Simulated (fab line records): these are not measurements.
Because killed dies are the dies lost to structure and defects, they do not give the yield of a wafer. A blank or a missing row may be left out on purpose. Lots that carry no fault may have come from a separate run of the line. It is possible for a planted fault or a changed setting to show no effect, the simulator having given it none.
A single fault, viewed from 2 desks + flow berkeleyCmos170 + what lay behind the numbers comes last; until then each desk has only its own

## FROM THE METROLOGY DESK
What the gauges read for every lot (on any tool): the sampled wafers with a number, averaged. Marked OUT: a lot whose mean sits more than 4 standard deviations from the usual mean, which makes it out of limits; the brackets give that distance.
Columns: A = FIELD_OXIDE_LEFT_2_THK at UCB170_FIELD_THK_MEAS_91, usual 353 nm
| lot  | first seen here | A   |
|------|-----------------|-----|
| L562 | day 5 15:32     | 349 |
| L561 | day 5 15:59     | 361 |
| L563 | day 6 01:04     | 337 |
| L564 | day 6 15:02     | 353 |
| L568 | day 7 07:56     | 347 |
| L572 | day 7 20:24     | 361 |
| L571 | day 7 20:35     | 365 |
| L574 | day 8 22:37     | 344 |
| L577 | day 8 22:52     | 362 |
| L578 | day 9 05:40     | 345 |
| L579 | day 9 05:58     | 340 |
| L580 | day 9 18:03     | 351 |
| L583 | day 9 22:52     | 354 |
| L582 | day 9 23:11     | 334 |
Finding of this desk: none of the 14 lots has anything out of limits.

## FOR THE TOOL OWNER'S DESK: implanter-04
UCB170_NWELL_IMPLANT_14, tool's own readings: per-lot mean of the sampled wafers with a number, covering each lot this tool ran. Marked OUT: a lot whose mean sits more than 4 standard deviations from the usual mean, which makes it out of limits; the brackets give that distance.
Columns: A = tiltDeg at UCB170_NWELL_IMPLANT_14, usual 6.998 degrees
| lot  | first seen here | A                        |
|------|-----------------|--------------------------|
| L563 | day 2 14:27     | 6.983                    |
| L568 | day 3 20:37     | 10.395 (+99 or more) OUT |
| L571 | day 4 10:03     | 10.379 (+99 or more) OUT |
| L583 | day 6 21:10     | 6.978                    |
Finding of this desk: L568, L571 out of limits; the first was L568 at day 3 20:37, on tiltDeg at UCB170_NWELL_IMPLANT_14. L563, L583 stayed within limits.

## TAKEN TOGETHER
On L568, L571, at day 3 20:37, an alarm was possible from the tool owner's desk.
At the metrology desk, nothing out of limits was observed.
The metrology desk has L568, L571 on record, within its limits.
Every lot named ran UCB170_NWELL_IMPLANT_14 on implanter-04.

## WHAT HAD BEEN PUT IN BY THE SIMULATOR
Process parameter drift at UCB170_NWELL_IMPLANT_14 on implanter-04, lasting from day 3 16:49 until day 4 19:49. The setting tiltDeg was moved by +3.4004, starting from 7. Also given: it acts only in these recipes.
Lots struck among those shown: L568, L571.
How many hours passed from the start of the fault until each desk's first out-of-limits reading: the tool owner's desk, 4.
